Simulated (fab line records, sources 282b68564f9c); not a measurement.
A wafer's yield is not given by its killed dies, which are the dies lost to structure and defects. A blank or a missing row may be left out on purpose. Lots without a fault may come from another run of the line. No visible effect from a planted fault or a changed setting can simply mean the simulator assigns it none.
fab line records ; flow ritCmos
[record] lots = 14; wafers = 42; lastDay = 7
route steps=202 shown CONTACT@180 M1@202
lots with no fault: from the same line, run without faults
startH: hours from the record's first day to the start of the lot's first wafer shown ; waitH: hours elapsed since this lot's preceding step ; " repeats the value in the row above ; L1.1+2: one row covering several wafers at once ; - no value, or no start was given ; * or withheld: withheld ; < > ~ a bound
route shown NAME@n: NAME is a module with steps in the file, n the number in the route of the first one ; usual: mean/standard deviation taken from wafers without a fault ; same: alike in all rows ; chamber/n: place in a boat ; sites: each site's reading ; _std_site: standard deviation of those values ; _edge_site: mean of outer sites minus mean of inner sites ; radiusMm: how far each site lies from the wafer's centre ; mask NAME#n: copy n ; behind: the most recent tool/chamber to have shaped the wafer ; hold: why the lot was held/for how many hours/how that ended ; device: which transistor (n, p or np) failed to switch ; end of line: the tests these same wafers got at the end of their route ; a step without rows: its recipe alone ; killed: not the wafer's yield, but the dies lost to structure and defects at the first sort ; map: dies across one wafer; x = killed, . = not, _ = none there
set.NAME: the setting the step ran with; set.NAME@STEP: the setting that earlier step ran with ; model.NAME: the simulator's own value behind a step, which no gauge read
the route's steps for a sample of lots (tables are steps, rows are wafers)
services: the hour from which a tool's chamber was out of use, counted from the record's first day as startH (under 0 if before that day), plus the number of hours and why
[[steps]]
[step RIT_CONTACT_STRIP_12]
[recipe] chemistry = O2; timeS = 180; resist = NOVOLAK; platenTempC = withheld; powerW = 500; pressureMtorr = 4000; o2FlowSccm = 4000
[usual] drypumpMotorCurrentA = 5.6/0.49
lot.wafer;tool;chamber;startH;waitH;drypumpMotorCurrentA;rfHoursCounterH
L620.1;plasmaAsher-02;1;57.33;0.1;5.8;42
L620.5;plasmaAsher-02;0;57.33;0.1;5.5;-
L620.6;plasmaAsher-02;1;57.33;0.1;5.8;-
L621.1;plasmaAsher-04;1;63.62;0.1;6.1;24
L621.5;plasmaAsher-04;0;63.62;0.1;5.5;-
L621.6;plasmaAsher-04;1;63.62;0.1;6.2;-
L622.1;plasmaAsher-02;1;67.26;0.1;5.8;43
L622.2;plasmaAsher-02;0;67.26;0.1;5.5;43
L622.3;plasmaAsher-02;0;67.26;0.1;5.5;-
L623.1;plasmaAsher-03;0;73.94;0.1;4.8;44
L623.2;plasmaAsher-03;1;73.94;0.1;6.1;44
L623.5;plasmaAsher-03;1;73.94;0.1;6.1;-
L625.2;plasmaAsher-02;0;81.30;0.1;5.5;45
L625.3;plasmaAsher-02;1;81.30;0.1;5.8;-
L625.6;plasmaAsher-02;0;81.30;0.1;5.5;-
L626.3;plasmaAsher-03;0;87.87;0.2;4.7;-
L626.5;plasmaAsher-03;0;87.87;0.2;4.8;-
L626.6;plasmaAsher-03;1;87.87;0.2;6.1;-
L628.3;plasmaAsher-03;0;98.34;0.2;4.8;-
L628.4;plasmaAsher-03;1;98.34;0.2;6.1;-
L628.6;plasmaAsher-03;1;98.34;0.2;6.1;-
L633.1;plasmaAsher-03;1;122.98;0.1;6.2;50
L633.3;plasmaAsher-03;1;122.98;0.1;6.1;-
L633.4;plasmaAsher-03;0;122.98;0.1;4.7;-
L634.1;plasmaAsher-03;1;127.05;0.1;6.1;50
L634.4;plasmaAsher-03;0;127.05;0.1;4.8;-
L634.5;plasmaAsher-03;0;127.05;0.1;4.7;-
L635.2;plasmaAsher-04;0;132.63;0.1;5.5;32
L635.4;plasmaAsher-04;0;132.63;0.1;5.5;-
L635.5;plasmaAsher-04;0;132.63;0.1;5.5;-
L637.2;plasmaAsher-04;1;142.27;0.1;6.2;33
L637.3;plasmaAsher-04;0;142.27;0.1;5.5;-
L637.6;plasmaAsher-04;0;142.27;0.1;5.5;-
L639.1;plasmaAsher-02;0;153.55;0.1;5.5;52
L639.2;plasmaAsher-02;1;153.55;0.1;5.9;52
L639.6;plasmaAsher-02;1;153.55;0.1;5.9;-
L640.1;plasmaAsher-02;0;156.98;0.1;5.5;53
L640.3;plasmaAsher-02;1;156.98;0.1;5.9;-
L640.5;plasmaAsher-02;1;156.98;0.1;5.9;-
L642.1;plasmaAsher-04;1;166.37;0.1;6.1;35
L642.2;plasmaAsher-04;0;166.37;0.1;5.5;35
L642.3;plasmaAsher-04;0;166.37;0.1;5.5;-
[step RIT_M1_PROBE_99]
[usual] killed_at_M0_to_M3 = 0.0/0.14; killedAtContacts = 0.0/0.22; killedAtFrontEnd = 6.5/3; killedDies = 6.6/3; killedOpen = 3.4/2.2; killedShort = 3.3/1.7
[same] grossDies = 264; killed_at_M4_up = 0; killedAtBackSide = 0; killedAtOther = 0
lot.wafer;tool;chamber;startH;waitH;killed_at_M0_to_M3;killedAtContacts;killedAtFrontEnd;killedDies;killedOpen;killedShort
L633.1;prober-01;-;127.82;0.1;0;0;10;10;6;4
L633.3;prober-01;-;127.92;0.2;0;0;4;4;2;2
L633.4;prober-01;-;127.97;0.2;0;34;5;39;3;2
L634.1;prober-02;-;131.71;0.1;0;0;2;2;1;1
L634.4;prober-02;-;131.86;0.2;0;39;2;41;0;2
L634.5;prober-02;-;131.91;0.2;0;37;1;38;1;0
// killed by level:class
L633.1 FOX2:geometricParticle:open=2 SILICIDE:geometricParticle:short=2 SILICIDE:geometricParticle:open=2 FOX1:geometricParticle:open=1 FOX2:geometricParticle:short=1 GATE:geometricParticle:open=1 REOX:geometricParticle:short=1
L633.3 FOX1:geometricParticle:short=1 FOX1:geometricParticle:open=1 SPACER:geometricParticle:open=1 SILICIDE:geometricParticle:short=1
L633.4 CONTACT:unspecified=34 GATE:geometricParticle:open=1 REOX:geometricParticle:open=1 REOX:geometricParticle:short=1 SPACER:geometricParticle:open=1 SPACER:geometricParticle:short=1
L634.1 REOX:geometricParticle:open=1 SILICIDE:geometricParticle:short=1
L634.4 CONTACT:unspecified=39 FOX1:geometricParticle:short=1 FOX2:geometricParticle:short=1
L634.5 CONTACT:unspecified=37 SPACER:geometricParticle:open=1
[[services]]
tool;chamber;startH;hours;kind
plasmaAsher-03;-;36.07;1.1;repair
[[key]]
[firstSign] step = RIT_M1_PROBE_99; reading = killedAtContacts; direction = up; sigmas = 37; usual = 0.0; struck = 36.7
[effect] step = RIT_M1_PROBE_99; reading = killedDies; direction = up; sigmas = 11; usual = 6.6; struck = 39.3
metAt RIT_CONTACT_STRIP_12
struckLots L633,L634
struckWafers L633.4,L634.4,L634.5
testerLeftOut L633,L634
onsetBetween 98.34 122.98
[fault] kind = chamberParticleSource; tool = plasmaAsher-03; chamber = 0; onsetH = 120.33; steps = RIT_CONTACT_STRIP_12; ratePerVisitCm2 = 1.1464; endH = 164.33
// testerLeftOut: of these lots the tester's yield and bins aren't shown, on N5 and GAA mostly nor the transistor test; their killed dies are dies lost to structure and defects alone, not to doping, threshold or leakage, so they don't give the yield
